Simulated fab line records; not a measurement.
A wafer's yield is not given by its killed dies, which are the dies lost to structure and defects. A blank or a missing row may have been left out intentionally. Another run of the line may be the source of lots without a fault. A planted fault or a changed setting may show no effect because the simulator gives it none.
Lot-split experiment ; flow berkeleyCmos170 ; 23 wafers read across 5 lots, on a route 331 steps long

== THE SPLIT ==
At UCB170_M1_SPUTTER_00 (material Al, target thk 600 nm, time 80 s), the setting timeS was moved away from the recipe's 80 s on 10 of the 23 wafers read, by -11.1% to +6.0%. All remaining wafers had this setting at the recipe value.

== SPLIT TO READING: what lies between them in the file, 1 step ==
- UCB170_M1_RS_MEAS_01: measures by four-point-probe

== THE READING ==
M1_AL_THK, in nm, at UCB170_M1_THK_MEAS_02 (measures by xrf). Fault-free wafers of this fab line usually give 594 nm, standard deviation 6 nm.

wafer;tool, chamber at the split;timeS as run, s;against the recipe;M1_AL_THK, nm;against lot-mates on the recipe
L075.1;pvdSputter-02, -;80;recipe;595;-
L075.2;pvdSputter-02, -;80;recipe;595;-
L075.3;pvdSputter-02, -;80;recipe;593;-
L074.1;pvdSputter-04, -;71.16;-11.1%;524;-64
L074.2;pvdSputter-04, -;80;recipe;588;-
L074.4;pvdSputter-04, -;71.16;-11.1%;520;-68
L074.5;pvdSputter-04, -;80;recipe;588;-
L074.6;pvdSputter-04, -;71.16;-11.1%;528;-60
L081.1;pvdSputter-02, -;84.81;+6.0%;639;+36
L081.2;pvdSputter-02, -;80;recipe;603;-
L081.4;pvdSputter-02, -;84.81;+6.0%;636;+33
L081.5;pvdSputter-02, -;80;recipe;601;-
L081.6;pvdSputter-02, -;80;recipe;606;-
L080.1;pvdSputter-02, -;83.98;+5.0%;621;+31
L080.2;pvdSputter-02, -;80;recipe;593;-
L080.3;pvdSputter-02, -;80;recipe;587;-
L080.4;pvdSputter-02, -;83.98;+5.0%;623;+33
L080.5;pvdSputter-02, -;80;recipe;591;-
L082.1;pvdSputter-02, -;72.01;-10.0%;531;-66
L082.2;pvdSputter-02, -;80;recipe;597;-
L082.3;pvdSputter-02, -;80;recipe;596;-
L082.4;pvdSputter-02, -;72.01;-10.0%;533;-64
L082.6;pvdSputter-02, -;72.01;-10.0%;531;-66

THE FIT
A straight line over all 23 wafers: M1_AL_THK changes by +6.38 nm for each +1% of timeS; r = +0.99; the points scatter about the line by 5 nm.
The same after taking each lot's own level away (the mean of its wafers on the recipe; 23 wafers): +6.07 nm for each +1%; r = +1.00; scatter 2.9 nm.
On that fit, the largest move of timeS shifts the reading by 67 nm.
Across the lots, their own levels run from 588.0 to 603.3 nm, a range of 2.6 times the standard deviation given above.
Hence the lot-to-lot level has little effect on the slope; both slopes agree.
Check: for one of the wafers moved furthest among these (-11.1%), held out of the fit, the line's prediction against its lot-mates is -68 nm. Against them it came out at -64 nm.

== OTHER SPLITS APPLIED TO THESE WAFERS ==
Note: prior to the reading, these wafers also went through further splits. Each is held against what the fit with the lots' levels taken away leaves over:
other split on the same wafers;wafers away from the commonest value;r with M1_AL_THK (lot level and that fit taken away)
UCB170_SPACER_CVD_00 timeS;8;+0.10
UCB170_PSD_IMPLANT_08 doseCm2;8;+0.33
UCB170_BACKSIDE_STRIP_03 powerW;11;+0.15
UCB170_SILICIDE_SPUTTER_01 timeS;6;-0.20
UCB170_CONTACT_COAT_10 resistThkNm;7;+0.17

== THE WHOLE CHAIN: every reading that the file lists as answering this split, in the file's order ==
step;what it does;reading;change (the file's fit);r (the file's)
UCB170_M1_SPUTTER_00;material Al, target thk 600 nm, time 80 s;Al_of_M1_SPUTTER_00.thkNm (the simulator's own value, which no gauge read);+6.15 nm for each +1% of the setting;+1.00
UCB170_M1_RS_MEAS_01;measures by four-point-probe;M1_AL_RS;-0.000553 for each +1% of the setting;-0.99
UCB170_M1_THK_MEAS_02;measures by xrf;M1_AL_THK;+6.07 for each +1% of the setting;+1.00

== THE FILE'S OWN FIT ==
M1_AL_THK changes by +6.07 nm for each +1% of timeS, r = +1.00.
